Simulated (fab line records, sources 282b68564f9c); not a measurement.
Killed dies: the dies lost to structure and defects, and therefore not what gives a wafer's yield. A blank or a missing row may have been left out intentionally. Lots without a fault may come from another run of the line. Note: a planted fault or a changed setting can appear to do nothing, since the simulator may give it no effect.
Comparing a struck lot with a sound one / flow rit cmos / 18 steps out of a route of 202
Sound: the wafers L966.1, L966.2, L966.6. The struck wafers were L977.1, L977.4, L977.5. Last of all comes the cause.
Order at every step that has rows: each side's tool, ch and its chambers, its first start. Under that, the readings that differ: sound wafers / struck wafers / difference of the means / sigmas: that difference in standard deviations of wafers without a fault.
alike: words and numbers the same on both sides, and readings whose means are apart by under 2 such deviations; not compared: readings that were withheld, readings missing a value for some wafer, numbers with overlapping values and no deviation given by the record, and bounds like >300 which may hide the same value.
A row with sigmas, a row that says differs or no value, or rows on one side alone: a step with any of these is where the two part. Numbers that don't overlap but have no deviation are shown without sigmas and don't part them. Lack of a reading on every wafer of one side parts them only where that side has two or more wafers.

first, 1 step without rows for these wafers: RIT_GATE_HARDBAKE_18 (time 60 s).
RIT_GATE_ETCH_19: etches poly-Si in SF6/CHF3/O2, stops on SiO2, time 165 s, target depth 312.5 nm.
  sound on rie si-02 ch 1,3, day 2 16:02; struck on rie si-01 ch 1,2, day 4 19:53
reading=oes product au (a.u.); sound=0.853 0.873 0.846; struck=0.900 0.889 0.908; difference=+0.042; sigmas=+3
  alike: CHF3_flow_sccm, drypump motor current A, throttle valve pct
  not compared: rf hours counter h
RIT_GATE_STRIP_20: strips in O2, time 180 s.
  sound on plasma asher-01 ch 0,1, day 2 16:08; struck on plasma asher-01 ch 0,1, day 4 19:59
  alike: drypump motor current A
  not compared: rf hours counter h
RIT_GATE_CD_MEAS_90: the cd target is 150 nm.
  struck on cd sem-02, day 4 20:10; sound on cd sem-02, day 2 16:19
  alike: cd nm
then, 4 steps without rows for these wafers: RIT_REOX_CLEAN_00 (cleans in SC1, time 600 s); RIT_REOX_CLEAN_01 (cleans in dHF, time 30 s); RIT_REOX_CLEAN_02 (cleans in SC2, time 600 s); RIT_REOX_OXIDATION_03 (target thk 25.2 nm, ox time 5580 s).
RIT_REOX_THK_MEAS_04:
  struck on film metro-03, day 4 23:13; sound on film metro-04, day 2 19:21
  alike: REOX_OXIDE_THK
then, 3 steps without rows for these wafers: RIT_NLDD_HMDS_00 (prime time 60 s); RIT_NLDD_COAT_01 (resist thk 1000 nm); RIT_NLDD_SOFTBAKE_02 (time 60 s).
RIT_NLDD_EXPOSE_03: exposes mask M7, target cd 40700 nm.
  sound on iline stepper-02 ch 0, day 2 19:54; struck on iline stepper-02 ch 0, day 4 23:50
reading=model.NLDD.overlay x nm (nm); sound=2.426 2.426 2.426; struck=-180 -180 -180; difference=-182; sigmas=
  alike: mask, stage vel mm s
then, 2 steps without rows for these wafers: RIT_NLDD_PEB_04; RIT_NLDD_DEVELOP_05 (develop time 50 s).
RIT_NLDD_OVL_MEAS_06:
  struck on overlay-02, day 5 00:14; sound on overlay-01, day 2 20:18
reading=NLDD_OVL (nm); sound=2.1 0.0 2.0; struck=-181.0 -182.6 -182.6; difference=-183.4; sigmas=-99 or more
then, 1 step without rows for these wafers: RIT_NLDD_HARDBAKE_07 (time 60 s).
RIT_M1_PROBE_99:
  struck on prober-02, day 5 16:48; sound on prober-01, day 3 11:58
reading=model.etest.nldd.width nm (nm); sound=3186 3148 3161; struck=3103 3098 3096; difference=-66; sigmas=
  alike: killed at contacts, killed at front end, killed dies, killed open, killed short

## WHERE THEY PART
Earliest at RIT_GATE_ETCH_19; latest, in this record, at RIT_NLDD_OVL_MEAS_06. Later steps at which nothing parts them and some readings are alike: RIT_M1_PROBE_99.

WHY: what had been put in by the simulator
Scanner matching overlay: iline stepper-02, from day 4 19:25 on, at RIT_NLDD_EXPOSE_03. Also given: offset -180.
